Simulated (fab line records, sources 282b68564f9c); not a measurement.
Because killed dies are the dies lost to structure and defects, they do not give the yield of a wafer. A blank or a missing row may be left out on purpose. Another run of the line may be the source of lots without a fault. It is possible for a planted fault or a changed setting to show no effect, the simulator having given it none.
A lot that was struck, set against a sound lot + flow ritCmos + 15 steps out of a route of 202
Sound: these wafers, L423.1, L423.2, L423.4. Struck: wafer L435.3 (L435.1, L435.4, from the same lot, were not struck and are left out); the cause is given at the end.
Per side, at each step with rows, come the tool, then ch with its chambers, and then its first start. Under that, the readings that differ: sound wafers + struck wafers + difference of the means + sigmas: that difference in standard deviations of wafers without a fault.
alike: a reading whose means differ by less than 2 such deviations, as well as words and numbers matching on both sides. not compared: withheld readings; readings where some wafer has no value; bounds like >300 that might hide an equal value; numbers whose values overlap and for which the record gives no deviation.
A row with sigmas, a row that says differs or no value, or rows on one side alone: a step with any of these is where the two part. Non-overlapping numbers with no deviation appear without sigmas and do not part them. A reading that every wafer of one side lacks parts them only if that side has two wafers or more.

RIT_GATE_THK_MEAS_07:
  sound: filmMetro-01 at day 2 13:50; struck: filmMetro-02 at day 4 22:43
| reading             | sound          | struck | difference | sigmas |
|---------------------|----------------|--------|------------|--------|
| GATE_OXIDE_THK (nm) | 2.90 2.80 2.81 | 3.03   | +0.19      | +2     |
then, 1 step without rows for these wafers: RIT_GATE_CVD_08 (deposits poly-Si from SiH4, target thk 250 nm, time 2220 s).
RIT_GATE_THK_MEAS_09:
  sound: filmMetro-01 at day 2 16:19; struck: filmMetro-02 at day 5 00:23
  alike: GATE_POLY_THK
then, 6 steps without rows for these wafers: RIT_GATE_HMDS_10 (prime time 60 s); RIT_GATE_COAT_11 (resist thk 850 nm); RIT_GATE_SOFTBAKE_12 (time 60 s); RIT_GATE_EXPOSE_13 (exposes mask M6, target cd 150 nm); RIT_GATE_PEB_14; RIT_GATE_DEVELOP_15 (develop time 48.59 s).
RIT_GATE_CD_MEAS_16: the cd target is 150 nm.
  sound: cdSem-01 at day 2 17:28; struck: cdSem-01 at day 5 01:25
  alike: cdNm
RIT_GATE_OVL_MEAS_17:
  sound: overlay-01 at day 2 17:35; struck: overlay-02 at day 5 01:32
  alike: GATE_OVL
then, 1 step without rows for these wafers: RIT_GATE_HARDBAKE_18 (time 60 s).
RIT_GATE_ETCH_19: etches poly-Si in SF6/CHF3/O2, stops on SiO2, time 165 s, target depth 312.5 nm.
  sound on rieSi-01 ch 0,3, day 2 17:46; struck on rieSi-01 ch 3, day 5 01:44
| reading                                  | sound             | struck | difference | sigmas |
|------------------------------------------|-------------------|--------|------------|--------|
| oesProductAu (a.u.)                      | 0.832 0.818 0.832 | 0.754  | -0.073     | -5     |
| runLengthS (s)                           | 193.7 193.3 193.8 | 222.6  | +29.0      | +88    |
| model.NOVOLAK_of_GATE_COAT_11.thkNm (nm) | 671.9 670.8 668.2 | 653    | -17        |        |
  alike: drypumpMotorCurrentA, rfFwdPowerW, throttleValvePct
  not compared: rfHoursCounterH
RIT_GATE_STRIP_20: strips in O2, time 180 s.
  sound on plasmaAsher-02 ch 0,1, day 2 17:53; struck on plasmaAsher-02 ch 1, day 5 01:50
  alike: drypumpMotorCurrentA
  not compared: rfHoursCounterH
RIT_M1_PROBE_99:
  sound: prober-02 at day 3 16:05; struck: prober-01 at day 5 22:16
| reading          | sound | struck | difference | sigmas |
|------------------|-------|--------|------------|--------|
| killedAtContacts | 0 0 0 | 1      | +1         | +3     |
| killedOpen       | 2 1 4 | 7      | +5         | +2     |
  alike: killedAtFrontEnd, killedDies, killedShort

== WHERE THEY PART ==
At RIT_GATE_THK_MEAS_07 first; at RIT_M1_PROBE_99 last (within this record only).

WHY: what the simulator had put in
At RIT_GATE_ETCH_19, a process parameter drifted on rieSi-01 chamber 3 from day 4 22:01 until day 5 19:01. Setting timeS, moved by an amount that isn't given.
